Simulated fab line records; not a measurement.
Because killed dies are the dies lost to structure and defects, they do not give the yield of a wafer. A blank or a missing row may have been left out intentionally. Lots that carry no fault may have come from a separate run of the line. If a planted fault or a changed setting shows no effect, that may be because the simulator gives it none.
fab line records + flow berkeley-cmos170
record:
- lots: 6
- wafers: 18
- last-day: 11
route steps=331 shown CONTACT@218
lots that met no fault: from a run of the same line without faults
start-h: start of the lot's first displayed wafer, in hours after the record's first day + wait-h: how many hours have passed since the lot's step before this one + " as in the row above + L1.1+2: one row covering several wafers at once + - either no value or no given start + * or withheld: withheld + < > ~ a bound
route shown NAME@n: names a module that has steps shown in the file, with the first one's number in the route + usual: mean/standard deviation taken from wafers without a fault + same: alike in all rows + chamber/n: place in a boat + sites: per-site readings + _std_site: the standard deviation of these + _edge_site: mean of outer sites minus mean of inner sites + radius-mm: how far each site lies from the wafer's centre + mask NAME#n: copy n + behind: the most recent tool/chamber to have shaped the wafer + hold: what put the lot on hold/how long, in hours/how the hold closed + device: the n, p or np transistor that did not switch + end of line: at the end of the route, the tests of the same wafers + where a step has no rows: the recipe by itself + killed: dies lost to structure and defects at the first sort, not the wafer's yield + map: a wafer's dies, x killed, . not, _ none there
set.NAME: the setting the step ran with; set.NAME@STEP: the setting that earlier step ran with + model.NAME: the simulator's own value behind a step, which no gauge read
lots seen at some steps along the route; tables by step, rows by wafer
services: when a tool's chamber went out of use (start-h, in hours from the record's first day, below 0 if earlier), for how many hours, and the reason
== steps ==
step: UCB170_CONTACT_THK_MEAS_02
recipe:
- reads: PSG_of_CONTACT_CVD_01
usual:
- CONTACT_PSG_THK: 700/7.2
| lot.wafer | tool          | chamber | start-h | wait-h | CONTACT_PSG_THK[nm] |
|-----------|---------------|---------|---------|--------|---------------------|
| L826.3    | film-metro-02 | -       | 149.08  | 0.0    | 713                 |
| L826.4    | "             | -       | "       | "      | 711                 |
| L826.5    | "             | -       | "       | "      | 716                 |
| L832.1    | film-metro-03 | -       | 172.20  | 0.0    | 691                 |
| L832.4    | "             | -       | "       | "      | 694                 |
| L832.6    | "             | -       | "       | "      | 689                 |
| L835.2    | film-metro-03 | -       | 194.12  | 0.0    | 705                 |
| L835.3    | "             | -       | "       | "      | 703                 |
| L835.4    | "             | -       | "       | "      | 697                 |
| L836.2    | film-metro-03 | -       | 195.66  | 0.0    | 714                 |
| L836.3    | "             | -       | "       | "      | 710                 |
| L836.5    | "             | -       | "       | "      | 708                 |
| L842.3    | film-metro-03 | -       | 229.16  | 0.0    | 702                 |
| L842.5    | "             | -       | "       | "      | 698                 |
| L842.6    | "             | -       | "       | "      | 698                 |
| L844.2    | film-metro-03 | -       | 236.89  | 0.0    | 706                 |
| L844.3    | "             | -       | "       | "      | 706                 |
| L844.4    | "             | -       | "       | "      | 705                 |
step: UCB170_CONTACT_HMDS_03
recipe:
- prime-time-s: 60
- prime-temp-c: 100
step: UCB170_CONTACT_COAT_04
recipe:
- resist: KrF
- spin-rpm: 1500
- resist-thk-nm: 900
step: UCB170_CONTACT_SOFTBAKE_05
recipe:
- resist: KrF
- temp-c: 130
- time-s: 60
step: UCB170_CONTACT_STRIP_06
recipe:
- chemistry: O2
- power-w: 400
- pressure-mtorr: 3500
- platen-temp-c: withheld
- o2-flow-sccm: 400
- overash-fraction: 0.5
usual:
- chamber-pressure-mTorr: 3500/3.3
- drypump-motor-current-A: 5.81/0.23
- oes-product-au: 0.735/0.0045
- strip-time-to-endpoint-s: 22.00/0.072
| lot.wafer | tool            | chamber | start-h | wait-h | chamber-pressure-mTorr | drypump-motor-current-A | oes-product-au | rf-hours-counter-h | strip-time-to-endpoint-s |
|-----------|-----------------|---------|---------|--------|------------------------|-------------------------|----------------|--------------------|--------------------------|
| L826.3    | plasma-asher-04 | 0       | 149.60  | 0.1    | 3500                   | 5.89                    | 0.742          | -                  | 21.89                    |
| L826.4    | "               | 1       | "       | "      | 3502                   | 6.10                    | 0.734          | -                  | 21.88                    |
| L826.5    | "               | 0       | "       | "      | 3503                   | 5.87                    | 0.733          | -                  | 21.87                    |
| L832.1    | plasma-asher-03 | 0       | 172.81  | 0.2    | 3508                   | 5.90                    | 0.731          | 44                 | 21.97                    |
| L832.4    | "               | 1       | "       | "      | 3502                   | 5.69                    | 0.740          | -                  | 22.01                    |
| L832.6    | "               | 0       | "       | "      | 3501                   | 5.91                    | 0.738          | -                  | 21.94                    |
| L835.2    | plasma-asher-03 | 1       | 194.62  | 0.1    | 3498                   | 5.66                    | 0.740          | 47                 | 21.94                    |
| L835.3    | "               | 0       | "       | "      | 3494                   | 5.93                    | 0.734          | -                  | 21.94                    |
| L835.4    | "               | 1       | "       | "      | 3501                   | 5.66                    | 0.732          | -                  | 22.05                    |
| L836.2    | plasma-asher-03 | 0       | 196.16  | 0.1    | 3501                   | 5.91                    | 0.741          | 47                 | 21.99                    |
| L836.3    | "               | 0       | "       | "      | 3498                   | 5.91                    | 0.739          | -                  | 22.05                    |
| L836.5    | "               | 1       | "       | "      | 3500                   | 5.67                    | 0.737          | -                  | 21.98                    |
| L842.3    | plasma-asher-03 | 1       | 229.94  | 0.1    | 3502                   | 5.65                    | 0.735          | -                  | 21.92                    |
| L842.5    | "               | 1       | "       | "      | 3497                   | 5.66                    | 0.737          | -                  | 21.92                    |
| L842.6    | "               | 0       | "       | "      | 3503                   | 5.90                    | 0.742          | -                  | 21.94                    |
| L844.2    | plasma-asher-04 | 1       | 237.39  | 0.1    | 3500                   | 6.09                    | 0.733          | 45                 | 22.11                    |
| L844.3    | "               | 1       | "       | "      | 3504                   | 6.09                    | 0.742          | -                  | 22.13                    |
| L844.4    | "               | 0       | "       | "      | 3503                   | 5.88                    | 0.731          | -                  | 22.06                    |
step: UCB170_CONTACT_CLEAN_07
recipe:
- chemistry: SPM
- temp-c: 120
- time-s: 600
step: UCB170_CONTACT_RTA_08
recipe:
- temp-c: 900
- time-s: 10
- ambient: N2
usual:
- wafer_temp_C_max: 903.8/0.78
same:
- lamp-power-pct: 21.1
| lot.wafer | tool          | chamber | start-h | wait-h | wafer_temp_C_max |
|-----------|---------------|---------|---------|--------|------------------|
| L826.3    | rtp-anneal-01 | 0       | 150.02  | 0.1    | 902.9            |
| L826.4    | "             | 0       | "       | "      | 902.6            |
| L826.5    | "             | 0       | "       | "      | 903.5            |
| L832.1    | rtp-anneal-01 | 0       | 173.20  | 0.0    | 903.2            |
| L832.4    | "             | 0       | "       | "      | 903.2            |
| L832.6    | "             | 0       | "       | "      | 904.5            |
| L835.2    | rtp-anneal-01 | 0       | 196.33  | 0.0    | 902.6            |
| L835.3    | "             | 0       | "       | "      | 904.1            |
| L835.4    | "             | 0       | "       | "      | 903.8            |
| L836.2    | rtp-anneal-01 | 0       | 196.82  | 0.0    | 904.2            |
| L836.3    | "             | 0       | "       | "      | 903.8            |
| L836.5    | "             | 0       | "       | "      | 903.9            |
| L842.3    | rtp-anneal-01 | 0       | 230.22  | 0.0    | 905.1            |
| L842.5    | "             | 0       | "       | "      | 903.8            |
| L842.6    | "             | 0       | "       | "      | 903.5            |
| L844.2    | rtp-anneal-01 | 0       | 237.85  | 0.0    | 903.4            |
| L844.3    | "             | 0       | "       | "      | 902.8            |
| L844.4    | "             | 0       | "       | "      | 903.9            |
step: UCB170_CONTACT_COAT_09
recipe:
- resist: BARC
- temp-c: withheld
- time-s: withheld
- spin-rpm: 3000
- resist-thk-nm: withheld
step: UCB170_CONTACT_COAT_10
recipe:
- resist: KrF
- spin-rpm: 1500
- resist-thk-nm: 900
step: UCB170_CONTACT_SOFTBAKE_11
recipe:
- resist: KrF
- temp-c: 130
- time-s: 60
step: UCB170_CONTACT_EXPOSE_12
recipe:
- mask-id: CONT
- target-cd-nm: 700
- na: 0.5
- sigma-outer: 0.6
- source-shape: conventional
- dose-mj: 35
step: UCB170_CONTACT_PEB_13
recipe:
- peb-temp-c: 130
- peb-time-s: withheld
- resist: KrF
step: UCB170_CONTACT_DEVELOP_14
recipe:
- developer: TMAH
- develop-time-s: 45
- resist: KrF
- dev-temp-c: 21
usual:
- chill-plate-temp-C: 22.98/0.1
- develop-time-s: 45/0
- exhaust-pa: 45.0/0.92
| lot.wafer | tool           | chamber | start-h | wait-h | chill-plate-temp-C | develop-time-s | exhaust-pa | model.KrF_of_CONTACT_COAT_10.thk-nm |
|-----------|----------------|---------|---------|--------|--------------------|----------------|------------|-------------------------------------|
| L826.3    | litho-track-02 | 0       | 150     | -      | 22.89              | 45             | 46.5       | 888.3                               |
| L826.4    | "              | 0       | "       | "      | 23.06              | 45             | 45.3       | 889.1                               |
| L826.5    | "              | 0       | 151     | -      | 23.01              | 45             | 44.7       | 884.5                               |
| L832.1    | litho-track-04 | 0       | 174     | -      | 22.97              | 45             | 45.6       | 891.2                               |
| L832.4    | "              | 0       | "       | "      | 22.94              | 45             | 45.6       | 889.9                               |
| L832.6    | "              | 0       | "       | "      | 23.11              | 45             | 45.8       | 890.8                               |
| L835.2    | litho-track-04 | -       | 197     | -      | -                  | -              | -          | 905.1                               |
| L835.3    | "              | -       | "       | "      | -                  | -              | -          | 904                                 |
| L835.4    | "              | -       | "       | "      | -                  | -              | -          | 904.9                               |
| L836.2    | litho-track-04 | -       | 198     | -      | -                  | -              | -          | 902.5                               |
| L836.3    | "              | -       | "       | "      | -                  | -              | -          | 902.4                               |
| L836.5    | "              | -       | "       | "      | -                  | -              | -          | 902.3                               |
| L842.3    | litho-track-04 | 0       | 231     | -      | 22.95              | 45             | 45.4       | 882.8                               |
| L842.5    | "              | 0       | "       | "      | 22.92              | 45             | 44.3       | 884                                 |
| L842.6    | "              | 0       | "       | "      | 22.93              | 45             | 44.8       | 884                                 |
| L844.2    | litho-track-03 | 0       | 239     | -      | 22.96              | 45             | 43.8       | 882.4                               |
| L844.3    | "              | 0       | "       | "      | 23.12              | 45             | 44.7       | 882.9                               |
| L844.4    | "              | 0       | "       | "      | 23.06              | 45             | 44.3       | 885                                 |
step: UCB170_CONTACT_CD_MEAS_15
recipe:
- target-cd-nm: 700
usual:
- cd-nm: 699.5/1.7
| lot.wafer | tool      | chamber | start-h | wait-h | cd-nm |
|-----------|-----------|---------|---------|--------|-------|
| L826.3    | cd-sem-02 | -       | 151.10  | -      | 698.1 |
| L826.4    | "         | -       | "       | "      | 699.0 |
| L826.5    | "         | -       | "       | "      | 698.4 |
| L832.1    | cd-sem-01 | -       | 174.55  | -      | 696.7 |
| L832.4    | "         | -       | "       | "      | 697.4 |
| L832.6    | "         | -       | "       | "      | 697.4 |
| L835.2    | cd-sem-01 | -       | 197.58  | -      | -     |
| L835.3    | "         | -       | "       | "      | -     |
| L835.4    | "         | -       | "       | "      | -     |
| L836.2    | cd-sem-01 | -       | 198.40  | -      | -     |
| L836.3    | "         | -       | "       | "      | -     |
| L836.5    | "         | -       | "       | "      | -     |
| L842.3    | cd-sem-02 | -       | 231.68  | -      | 700.9 |
| L842.5    | "         | -       | "       | "      | 700.5 |
| L842.6    | "         | -       | "       | "      | 699.3 |
| L844.2    | cd-sem-02 | -       | 239.40  | -      | 701.2 |
| L844.3    | "         | -       | "       | "      | 700.5 |
| L844.4    | "         | -       | "       | "      | 701.8 |
== services ==
| tool            | chamber | start-h | hours | kind                      |
|-----------------|---------|---------|-------|---------------------------|
| plasma-asher-03 | -       | 152.96  | 14.6  | pm                        |
| plasma-asher-04 | -       | 166.36  | 14.6  | pm                        |
| litho-track-03  | -       | 188.40  | -     | consumable-replace:filter |
| rtp-anneal-01   | -       | 230.79  | 3.4   | pm                        |
== key ==
first-sign:
- step: UCB170_CONTACT_DEVELOP_14
- reading: tool-record
- direction: missing
effect none on later readings
model-effect:
- step: UCB170_CONTACT_DEVELOP_14
- value: KrF_of_CONTACT_COAT_10.thk-nm
- without: 889.3
- struck: 903.5
met-at UCB170_CONTACT_DEVELOP_14
struck-wafers L835.2,L835.3,L835.4,L836.2,L836.3,L836.5
later-rows-left-out L835.2,L835.3,L835.4,L836.2,L836.3,L836.5
sort-left-out L835.2,L835.3,L835.4,L836.2,L836.3,L836.5
tester-left-out L835,L836
onset-between 174 197
fault:
- kind: skipped-step-whole
- tool: litho-track-04
- chamber: -
- onset-h: 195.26
- steps: UCB170_CONTACT_DEVELOP_14
- scope: struck-lots-only
tester-left-out: of these lots the tester's yield and bins aren't shown, on N5 and GAA mostly nor the transistor test; their killed dies are dies lost to structure and defects alone, not to doping, threshold or leakage, so they don't give the yield
sort-left-out: the simulated sort isn't trusted on such a fault, so these wafers' sort isn't shown, and their yield isn't known
later-rows-left-out: the simulator's readings of these wafers behind a module that went badly wrong aren't trusted and aren't shown, but for the sort
